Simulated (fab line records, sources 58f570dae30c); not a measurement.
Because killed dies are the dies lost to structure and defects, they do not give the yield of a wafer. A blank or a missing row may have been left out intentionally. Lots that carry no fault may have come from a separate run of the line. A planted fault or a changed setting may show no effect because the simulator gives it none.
A lot that was struck, set against a sound lot + flow berkeley-cmos170 + 19 steps out of a route of 331
Sound: these wafers, L292.1, L292.3, L292.4. Struck: wafers L290.1, L290.3, L290.5. At the end, the cause is stated.
Per side, at each step with rows, come the tool, then ch with its chambers, and then its first start. Under that, the readings that differ: sound wafers + struck wafers + difference of the means + sigmas: that difference in standard deviations of wafers without a fault.
alike: same words and numbers on both sides, and readings whose means sit less than 2 such deviations apart. not compared: any withheld reading, any reading some wafer has no value for, any bound like >300 that may hide the same value, and any number with overlapping values for which the record gives no deviation.
The two part at a step that has a row with sigmas, a row that says differs or no value, or rows on one side only. Numbers that have no deviation but don't overlap get no sigmas and don't part them. A reading missing from all wafers of one side parts the sides only when that side holds two or more wafers.

first, 5 steps without rows for these wafers: UCB170_PSD_COAT_01 (resist thk 900 nm); UCB170_PSD_SOFTBAKE_02 (time 60 s); UCB170_PSD_EXPOSE_03 (exposes mask PSELECT MOD, target cd 1200 nm); UCB170_PSD_PEB_04; UCB170_PSD_DEVELOP_05 (develop time 45 s).
UCB170_PSD_CD_MEAS_06: the cd target is 1200 nm.
  sound: cd-sem-01 at day 10 14:04; struck: cd-sem-02 at day 10 13:51
  alike: cd-nm
UCB170_PSD_OVL_MEAS_07:
  sound: overlay-01 at day 10 14:11; struck: overlay-02 at day 10 13:58
  alike: PSD_OVL
next, for these wafers, 1 step has no rows: UCB170_PSD_IMPLANT_08.
UCB170_PSD_STRIP_09: strips in O2.
  sound on plasma-asher-03 ch 0,1, day 10 14:23; struck on plasma-asher-04 ch 0,1, day 10 14:09
  alike: chamber-pressure-mTorr, drypump-motor-current-A, oes-product-au, strip-time-to-endpoint-s
  not compared: rf-hours-counter-h
UCB170_PSD_TW_MEAS_10:
  sound: film-metro-03 at day 10 14:29; struck: film-metro-01 at day 10 14:15
| reading | sound          | struck         | difference | sigmas |
|---------|----------------|----------------|------------|--------|
| PSD_TW  | 2369 2379 2379 | 2310 2332 2333 | -51        | -2     |
then, 2 steps without rows for these wafers: UCB170_PSD_CLEAN_11 (cleans in SPM, time 600 s); UCB170_NSD_HMDS_00 (prime time 60 s).
UCB170_NSD_COAT_01: resist thk 900 nm.
  sound on litho-track-03 ch 0, day 10 17:59; struck on litho-track-02, day 10 17:32
  no value came back on the struck wafers for chill-plate-temp-C (C), dispense-pressure-kPa (kPa); on the sound wafers chill-plate-temp-C (C) reads 23.14 23.05 22.93
then, 4 steps without rows for these wafers: UCB170_NSD_SOFTBAKE_02 (time 60 s); UCB170_NSD_EXPOSE_03 (exposes mask NSELECT MOD, target cd 1200 nm); UCB170_NSD_PEB_04; UCB170_NSD_DEVELOP_05 (develop time 45 s).
UCB170_NSD_CD_MEAS_06: the cd target is 1200 nm.
  sound: cd-sem-02 at day 10 19:07; struck: cd-sem-01 at day 10 18:50
| reading    | sound                | struck | difference                    | sigmas |
|------------|----------------------|--------|-------------------------------|--------|
| cd-nm (nm) | 1196.5 1196.5 1196.7 | - - -  | no value on the struck wafers |        |
UCB170_NSD_OVL_MEAS_07:
  sound: overlay-01 at day 10 19:14; struck: overlay-01 at day 10 18:57
| reading      | sound    | struck | difference                    | sigmas |
|--------------|----------|--------|-------------------------------|--------|
| NSD_OVL (nm) | -15 -4 0 | - - -  | no value on the struck wafers |        |

WHERE THEY PART
Earliest at UCB170_PSD_TW_MEAS_10; latest, in this record, at UCB170_NSD_OVL_MEAS_07.

WHY: what had been put in by the simulator
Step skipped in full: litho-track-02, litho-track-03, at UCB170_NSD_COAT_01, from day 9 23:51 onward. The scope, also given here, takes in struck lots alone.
